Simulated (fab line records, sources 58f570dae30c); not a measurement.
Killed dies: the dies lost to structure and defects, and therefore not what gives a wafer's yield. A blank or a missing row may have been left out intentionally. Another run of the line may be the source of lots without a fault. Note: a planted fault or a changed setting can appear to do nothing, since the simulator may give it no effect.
Which tool is to blame? || flow berkeley cmos170 || 7 lots with 21 wafers sampled at 2 steps, on a route of 331 steps

## WHAT EACH GAUGE READ, for each wafer
UCB170_GATE_CD_MEAS_12: target cd 350 nm.
{"lot": "L731", "measured": "day 6 13:56", "on": "cd sem-02", "cd nm (nm)": "352.3 352.0 351.4"}
{"lot": "L734", "measured": "day 7 02:59", "on": "cd sem-01", "cd nm (nm)": "349.2 350.2 350.0"}
{"lot": "L737", "measured": "day 8 02:40", "on": "cd sem-01", "cd nm (nm)": "347.4 348.7 349.2"}
{"lot": "L739", "measured": "day 8 13:38", "on": "cd sem-02", "cd nm (nm)": "348.2 348.0 347.8"}
{"lot": "L744", "measured": "day 9 13:29", "on": "cd sem-01", "cd nm (nm)": "351.7 352.7 352.6"}
{"lot": "L748", "measured": "day 10 17:08", "on": "cd sem-02", "cd nm (nm)": "343.7 345.0 338.7"}
{"lot": "L750", "measured": "day 10 16:35", "on": "cd sem-01", "cd nm (nm)": "344.0 343.7 333.0"}

## WHICH TOOL RAN EACH LOT (tool, then ch and the chambers of the sampled wafers, then the start)
{"lot": "L731", "UCB170_GATE_EXPOSE_09": "krf scanner-02 ch 0, day 6 13:20"}
{"lot": "L734", "UCB170_GATE_EXPOSE_09": "krf scanner-02 ch 0, day 7 02:36"}
{"lot": "L737", "UCB170_GATE_EXPOSE_09": "krf scanner-01 ch 0, day 8 02:13"}
{"lot": "L739", "UCB170_GATE_EXPOSE_09": "krf scanner-01 ch 0, day 8 12:47"}
{"lot": "L744", "UCB170_GATE_EXPOSE_09": "krf scanner-01 ch 0, day 9 12:53"}
{"lot": "L748", "UCB170_GATE_EXPOSE_09": "krf scanner-02 ch 0, day 10 16:26"}
{"lot": "L750", "UCB170_GATE_EXPOSE_09": "krf scanner-02 ch 0, day 10 16:11"}
- UCB170_GATE_EXPOSE_09: exposes mask POLY, target cd 350 nm.

## THE ANSWER, worked out from the rows above alone
Rule: the usual values come from the lots themselves. Put in order of their means at a reading, lots are off if they are a third of the lots or fewer, leave a main group of 4 or more, and stand apart from it by a gap of 3 or more times the standard deviation of the main group's means; of several such gaps the widest counts. Not used: any main group whose means are identical at the precision the tables above print for the reading. A lot without any number at a reading at which 4 lots or more have one is off too. The other lots that the step has rows for count as sound.
Off, at UCB170_GATE_CD_MEAS_12 on cd nm: L748, L750. Mean 350.1 nm and standard deviation 1.8 in the main group.
If a tool, at a process step before that reading, ran all the lots that are off and no sound lot after the first of them, it fits. Gauges at UCB170_GATE_CD_MEAS_12: tried the same way as those tools. One candidate fits, namely krf scanner-02 at UCB170_GATE_EXPOSE_09. A fault onset in the window from L734 (day 7 02:36, its last sound lot) to L750 (day 10 16:11, its first lot off) fits.

## WHAT HAD BEEN PUT IN BY THE SIMULATOR
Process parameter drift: krf scanner-02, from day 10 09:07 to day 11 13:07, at UCB170_GATE_EXPOSE_09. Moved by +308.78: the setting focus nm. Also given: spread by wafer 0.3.
Shown lots that were struck: L750, L748. The same result came from the rule above.
